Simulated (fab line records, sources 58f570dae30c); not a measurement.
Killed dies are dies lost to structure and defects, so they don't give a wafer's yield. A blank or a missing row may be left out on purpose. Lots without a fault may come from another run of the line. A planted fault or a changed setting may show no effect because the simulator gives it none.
Split-lot experiment | flow berkeley_cmos170 | 5 lots, 23 wafers read, on a route of 331 steps

THE SPLIT
At UCB170_CONTACT_CVD_01 (deposits PSG from SiH4/O2/PH3, target thk 700 nm, time 2820 s), the setting time_s was moved away from the recipe's 2820 s on 10 of the 23 wafers read, by +4.8% to +6.7%. The other wafers ran this setting at the recipe's value.

The reading is taken at the split's own step.

THE READING
PSG_of_CONTACT_CVD_01.thk_nm (the simulator's own value, which no gauge read), in nm, at UCB170_CONTACT_CVD_01 (deposits PSG from SiH4/O2/PH3, target thk 700 nm, time 2820 s). The file gives no usual value for it. The 13 wafers here that ran the recipe average 700.4 nm, standard deviation 7.3 nm.

wafer  | tool, chamber at the split | time_s as run, s | against the recipe | PSG_of_CONTACT_CVD_01.thk_nm, nm | against lot-mates on the recipe
L076.3 | lpcvd-01, 1                | 2820             | recipe             | 712.6                            | -
L076.5 | lpcvd-01, 1                | 2820             | recipe             | 705.1                            | -
L076.6 | lpcvd-01, 1                | 2820             | recipe             | 712.1                            | -
L077.1 | -, -                       | 2820             | recipe             | 703.1                            | -
L077.2 | -, -                       | 2820             | recipe             | 705.4                            | -
L077.3 | -, -                       | 2820             | recipe             | 702                              | -
L077.5 | -, -                       | 2820             | recipe             | 699.5                            | -
L077.6 | -, -                       | 2820             | recipe             | 700.6                            | -
L078.1 | -, -                       | 2820             | recipe             | 690.6                            | -
L078.3 | -, -                       | 2820             | recipe             | 688.8                            | -
L078.4 | -, -                       | 2820             | recipe             | 696.8                            | -
L078.5 | -, -                       | 2820             | recipe             | 698.3                            | -
L078.6 | -, -                       | 2820             | recipe             | 690.7                            | -
L080.1 | -, -                       | 2955             | +4.8%              | 718.2                            | no lot-mate on the recipe
L080.2 | -, -                       | 2955             | +4.8%              | 728.1                            | no lot-mate on the recipe
L080.3 | -, -                       | 2955             | +4.8%              | 729.4                            | no lot-mate on the recipe
L080.4 | -, -                       | 2955             | +4.8%              | 729.5                            | no lot-mate on the recipe
L080.5 | -, -                       | 2955             | +4.8%              | 722                              | no lot-mate on the recipe
L083.2 | -, -                       | 3009             | +6.7%              | 749                              | no lot-mate on the recipe
L083.3 | -, -                       | 3009             | +6.7%              | 745.6                            | no lot-mate on the recipe
L083.4 | -, -                       | 3009             | +6.7%              | 747.6                            | no lot-mate on the recipe
L083.5 | -, -                       | 3009             | +6.7%              | 745.5                            | no lot-mate on the recipe
L083.6 | -, -                       | 3009             | +6.7%              | 748.1                            | no lot-mate on the recipe

THE FIT
A straight line over all 23 wafers: PSG_of_CONTACT_CVD_01.thk_nm changes by +6.48 nm for each +1% of time_s; r = +0.94; the points scatter about the line by 7 nm.
Too few moved wafers have a lot-mate on the recipe to fit a line with each lot's own level taken away.

THE FILE'S OWN FIT
PSG_of_CONTACT_CVD_01.thk_nm changes by +6.48 nm for each +1% of time_s, r = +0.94.
